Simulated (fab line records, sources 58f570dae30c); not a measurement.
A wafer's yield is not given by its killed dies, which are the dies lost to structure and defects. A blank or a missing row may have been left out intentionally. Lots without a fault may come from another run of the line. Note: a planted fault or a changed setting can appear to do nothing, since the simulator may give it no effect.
Matching of chambers || flow berkeley-cmos170 || 4 sister chambers for UCB170_M2_ETCH_17 on rie-diel-01
The step etches BARC in N2/H2. 14 wafers are shown with their chamber, then 7 later ones without.

WAFERS PAIRED WITH THEIR CHAMBERS
{"wafer": "L871.2", "chamber": 3, "drypump-motor-current-A (A)": 6.4, "throttle-valve-pct (%)": 13.42, "oes-product-au (a.u.)": 0.989}
{"wafer": "L871.3", "chamber": 1, "drypump-motor-current-A (A)": 5.8, "throttle-valve-pct (%)": 13.62, "oes-product-au (a.u.)": 1.004}
{"wafer": "L871.4", "chamber": 0, "drypump-motor-current-A (A)": 5.5, "throttle-valve-pct (%)": 13.36, "oes-product-au (a.u.)": 0.986}
{"wafer": "L878.2", "chamber": 3, "drypump-motor-current-A (A)": 6.4, "throttle-valve-pct (%)": 13.41, "oes-product-au (a.u.)": 0.976}
{"wafer": "L878.3", "chamber": 2, "drypump-motor-current-A (A)": 6.0, "throttle-valve-pct (%)": 13.36, "oes-product-au (a.u.)": 0.990}
{"wafer": "L878.5", "chamber": 1, "drypump-motor-current-A (A)": 5.8, "throttle-valve-pct (%)": 13.61, "oes-product-au (a.u.)": 1.007}
{"wafer": "L876.1", "chamber": 3, "drypump-motor-current-A (A)": 6.4, "throttle-valve-pct (%)": 13.44, "oes-product-au (a.u.)": 0.994}
{"wafer": "L876.4", "chamber": 2, "drypump-motor-current-A (A)": 6.1, "throttle-valve-pct (%)": 13.37, "oes-product-au (a.u.)": 0.992}
{"wafer": "L876.5", "chamber": 3, "drypump-motor-current-A (A)": 6.4, "throttle-valve-pct (%)": 13.43, "oes-product-au (a.u.)": 0.981}
{"wafer": "L879.3", "chamber": 2, "drypump-motor-current-A (A)": 6.0, "throttle-valve-pct (%)": 13.35, "oes-product-au (a.u.)": 0.996}
{"wafer": "L879.5", "chamber": 2, "drypump-motor-current-A (A)": 6.0, "throttle-valve-pct (%)": 13.36, "oes-product-au (a.u.)": 1.003}
{"wafer": "L879.6", "chamber": 3, "drypump-motor-current-A (A)": 6.4, "throttle-valve-pct (%)": 13.41, "oes-product-au (a.u.)": 1.001}
{"wafer": "L884.1", "chamber": 2, "drypump-motor-current-A (A)": 6.0, "throttle-valve-pct (%)": 13.37, "oes-product-au (a.u.)": 0.991}
{"wafer": "L884.4", "chamber": 3, "drypump-motor-current-A (A)": 6.4, "throttle-valve-pct (%)": 13.42, "oes-product-au (a.u.)": 0.984}

SIGNATURES (averages over the wafers above)
{"reading": "drypump-motor-current-A", "chamber 0": 5.500, "chamber 1": 5.800, "chamber 2": 6.020, "chamber 3": 6.400, "scatter within a chamber": 0.0283}
{"reading": "throttle-valve-pct", "chamber 0": 13.3600, "chamber 1": 13.6150, "chamber 2": 13.3620, "chamber 3": 13.4217, "scatter within a chamber": 0.0101}
{"reading": "oes-product-au", "chamber 0": 0.98600, "chamber 1": 1.00550, "chamber 2": 0.99440, "chamber 3": 0.98750, "scatter within a chamber": 0.00729}
Rule: for each reading, subtract the chamber's mean from the wafer's reading, divide by that reading's scatter and square the result; add these up over the readings and take the root, which gives the wafer's distance from the chamber. If the next closest chamber is less than 2 further off than the closest, the wafer can't be placed; otherwise it belongs to the closest. How the scatter is found: for the shown wafers, subtract from each reading the mean of its chamber, square and add these, divide the total by (wafers less chambers), then take the root.

WAFERS MISSING THEIR CHAMBER
{"wafer": "L884.5", "drypump-motor-current-A (A)": 5.5, "throttle-valve-pct (%)": 13.36, "oes-product-au (a.u.)": 0.977}
{"wafer": "L889.1", "drypump-motor-current-A (A)": 6.4, "throttle-valve-pct (%)": 13.43, "oes-product-au (a.u.)": 0.992}
{"wafer": "L889.3", "drypump-motor-current-A (A)": 5.7, "throttle-valve-pct (%)": 13.62, "oes-product-au (a.u.)": 1.008}
{"wafer": "L889.5", "drypump-motor-current-A (A)": 5.7, "throttle-valve-pct (%)": 13.62, "oes-product-au (a.u.)": 1.013}
{"wafer": "L892.2", "drypump-motor-current-A (A)": 5.6, "throttle-valve-pct (%)": 13.35, "oes-product-au (a.u.)": 0.991}
{"wafer": "L892.3", "drypump-motor-current-A (A)": 6.4, "throttle-valve-pct (%)": 13.42, "oes-product-au (a.u.)": 0.998}
{"wafer": "L892.4", "drypump-motor-current-A (A)": 5.7, "throttle-valve-pct (%)": 13.62, "oes-product-au (a.u.)": 1.011}

WHICH CHAMBER EACH WENT THROUGH
{"wafer": "L884.5", "from the rows above": 0, "in truth": 0}
{"wafer": "L889.1", "from the rows above": 3, "in truth": 3}
{"wafer": "L889.3", "from the rows above": 1, "in truth": 1}
{"wafer": "L889.5", "from the rows above": 1, "in truth": 1}
{"wafer": "L892.2", "from the rows above": 0, "in truth": 0}
{"wafer": "L892.3", "from the rows above": 3, "in truth": 3}
{"wafer": "L892.4", "from the rows above": 1, "in truth": 1}
7 of 7 placed correctly. Left unplaced by these rows: 0. Number placed wrongly: 0.
